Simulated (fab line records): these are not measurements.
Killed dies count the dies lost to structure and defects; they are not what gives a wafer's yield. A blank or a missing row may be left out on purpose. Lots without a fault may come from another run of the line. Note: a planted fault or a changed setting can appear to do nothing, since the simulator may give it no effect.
Code-filled problem report in 8D (eight disciplines) form + flow berkeleyCmos170 + the parts of the form that need people (team, actions taken, sign-off) are left out

## 1. WHAT IS WRONG
Wafers free of any fault read 26.2 ohm/sq (standard deviation 0.34) for SILICIDE_TI_RS at UCB170_SILICIDE_RS_MEAS_02, against a mean of 23.9 ohm/sq on 2 wafers of 2 lots. That is -6.6 standard deviations from the usual mean.
The step: measures by four-point-probe.
Seen first at day 9 21:55 on filmMetro-01, wafer L260.4. At this step, 42 wafers from 14 lots have a number in the record. Rule for "out", or "out of limits": more than 4 standard deviations from the usual mean. All remaining wafers that have a number are taken as sound.

## 2. WHAT IT IS AND WHAT IT IS NOT
| question                    | is                         | is not                                                                          |
|-----------------------------|----------------------------|---------------------------------------------------------------------------------|
| which readings at this step | SILICIDE_TI_RS             | -                                                                               |
| which lots                  | L260, L263                 | L244, L246, L247, L248, L249, L250, L251, L252, L253, L254, L264, L267          |
| which wafers of those lots  | L260.4, L263.1             | L260.1, L260.3, L263.2, L263.3                                                  |
| read on which gauges        | filmMetro-01, filmMetro-04 | filmMetro-02                                                                    |
| when                        | from day 9 21:55           | up to then (32 sound wafers); but 8 sound wafers of L263, L264, L267 came after |

## 3. THE SUSPECTS, EACH WITH WHAT RULES IT OUT
Counting: any tool at a process step up to the reading remains a suspect provided it ran every lot that is out. Sound lots after the first of them don't rule it out here, since some wafers of a struck lot are sound.
- the gauge at UCB170_SILICIDE_RS_MEAS_02 has been ruled out. Those wafers that are out were read across 2 gauges (filmMetro-01, filmMetro-04).
- pvdSputter-01 at UCB170_SILICIDE_SPUTTER_01 (material Ti, target thk 30 nm, time 25 s): kept. Ran every lot that is out, first one L260 (day 9 21:53); last sound lot up to then L252 (day 8 17:59).
Remaining after the count: pvdSputter-01 at UCB170_SILICIDE_SPUTTER_01.

## 4. THE CAUSE (what the simulator had put in)
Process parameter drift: pvdSputter-01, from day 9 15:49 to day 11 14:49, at UCB170_SILICIDE_SPUTTER_01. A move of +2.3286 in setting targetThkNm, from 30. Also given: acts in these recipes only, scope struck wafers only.
The count eliminated every tool but this one.

## 5. SEQUENCE OF EFFECTS, ordered by route
Each row: a reading whose mean over the struck wafers that have a number lies more than 3 standard deviations from the usual. Only readings for which the record gives a usual standard deviation are gone through. hours: the time from each lot's start at the first step in this table that gives one to its start at this step, as a median over the lots. sigmas: the change in usual standard deviations.
| hours | step                        | reading         | usual       | on struck wafers | change | sigmas |
|-------|-----------------------------|-----------------|-------------|------------------|--------|--------|
| 0     | UCB170_SILICIDE_RS_MEAS_02  | SILICIDE_TI_RS  | 26.2 ohm/sq | 23.9             | -2.2   | -6.6   |
| 0     | UCB170_SILICIDE_THK_MEAS_03 | SILICIDE_TI_THK | 29.7 nm     | 32.0             | +2.3   | +6.7   |
Later measuring or inspecting steps at which every struck wafer that the step has a row for has a number for every such reading, and none has moved that far: UCB170_CONTACT_CD_MEAS_15.

## 6. HOW IT WOULD HAVE BEEN CAUGHT EARLIER
The first out-of-limits reading at a measuring or inspecting step in this record came at day 9 21:55, 6 hours after the fault's start at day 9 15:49.
Of the tool readings at UCB170_SILICIDE_SPUTTER_01 for which the record gives a usual standard deviation, none was out on any struck wafer, so an alarm limit of 4 standard deviations on them would not have fired.
Among the 2 lots that are out, L263 began UCB170_SILICIDE_SPUTTER_01 on pvdSputter-01 after day 9 21:55. It would have been spared by a hold on the tool at that moment.
